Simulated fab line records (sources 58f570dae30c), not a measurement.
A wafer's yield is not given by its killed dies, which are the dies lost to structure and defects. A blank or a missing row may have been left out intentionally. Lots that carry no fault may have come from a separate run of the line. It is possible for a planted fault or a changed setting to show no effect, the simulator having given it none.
Problem report, 8D (eight disciplines) form, completed by code / flow berkeleyCmos170 / the parts of the form that need people (team, actions taken, sign-off) are left out

1. WHAT WENT WRONG
PWELL_NITRIDE_THK at UCB170_PWELL_THK_MEAS_06 reads a mean of 184.7 nm on 6 wafers of 2 lots; wafers without a fault read 219.4 nm with a standard deviation of 2.6. Measured from the usual mean, that is -13 standard deviations.
Seen first at day 5 04:55 on filmMetro-04, wafer L998.1. The record has a number at this step for 39 wafers belonging to 13 lots. Rule for "out", or "out of limits": more than 4 standard deviations from the usual mean. All remaining wafers that have a number are taken as sound.

2. WHAT IT IS, AND WHAT IT ISN'T
question=which readings at this step | is=PWELL_NITRIDE_THK | is not=-
question=which lots | is=L997, L998 | is not=L100, L101, L106, L108, L111, L988, L989, L990, L991, L992, L993
question=which wafers of those lots | is=all that have a number | is not=-
question=read on which gauges | is=filmMetro-03, filmMetro-04 | is not=filmMetro-01
question=when | is=from day 5 04:55 | is not=up to then (18 sound wafers); but 15 sound wafers of L100, L101, L106, L108, L111 came after

3. SUSPECTS, AND WHAT RULES EACH OUT
Counting: a tool stays on the suspect list if, at a process step up to the reading, it processed all lots that are out and no sound lot following the first of them.
- ruled out: the gauge at UCB170_PWELL_THK_MEAS_06. 2 gauges (filmMetro-03, filmMetro-04) read the wafers that are out.
- lpcvd-02 at UCB170_PWELL_CVD_05 (deposits Si3N4 from SiH2Cl2/NH3, target thk 220 nm, time 3300 s): kept. All lots that are out passed through it, beginning with L997 at day 5 03:00, and no sound lot followed; its final sound lot before that point was L992 at day 3 20:50. Its own nh3FlowSccm readings are out on those wafers.
Left after counting: lpcvd-02 at UCB170_PWELL_CVD_05.

4. THE CAUSE (what the simulator had put in)
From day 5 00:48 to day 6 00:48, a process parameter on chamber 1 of lpcvd-02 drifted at UCB170_PWELL_CVD_05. The setting nh3FlowSccm was moved by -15, starting from 75. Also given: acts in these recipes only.
This tool alone remained once counting was done.

5. THE EFFECT CHAIN, in route order
Rows list readings where the struck wafers' mean (over those with a number) sits beyond 3 standard deviations from the usual. Only readings for which the record gives a usual standard deviation are gone through. hours: the time from each lot's start at the first step in this table that gives one to its start at this step, as a median over the lots. sigmas: the change in usual standard deviations.
hours=0; step=UCB170_PWELL_CVD_05; reading=nh3FlowSccm; usual=75.00 sccm; on struck wafers=60.14; change=-14.86; sigmas=-71
hours=2; step=UCB170_PWELL_THK_MEAS_06; reading=PWELL_NITRIDE_THK; usual=219.4 nm; on struck wafers=184.7; change=-34.7; sigmas=-13
hours=4; step=UCB170_PWELL_ETCH_14; reading=oesProductAu; usual=0.943 a.u.; on struck wafers=0.857; change=-0.086; sigmas=-6.2
It contains these process steps:
- UCB170_PWELL_CVD_05: deposits Si3N4 from SiH2Cl2/NH3, target thk 220 nm, time 3300 s.
- UCB170_PWELL_ETCH_14: etches Si3N4 in CH3F/Ar/O2, stops on SiO2, target depth 242 nm, time 151 s.

6. WHAT WOULD HAVE CAUGHT IT SOONER
The first out-of-limits reading at a measuring or inspecting step in this record came at day 5 04:55, 4 hours after the fault's start at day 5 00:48.
At UCB170_PWELL_CVD_05, the tool's own readings (nh3FlowSccm) were out on each struck wafer the step has a row for, so an alarm limit on them would have fired on the first such wafer.
The start of UCB170_PWELL_CVD_05 on lpcvd-02 came by day 5 04:55 for every one of the lots that are out (2). Had the tool been put on hold then, not one of them would have been saved.
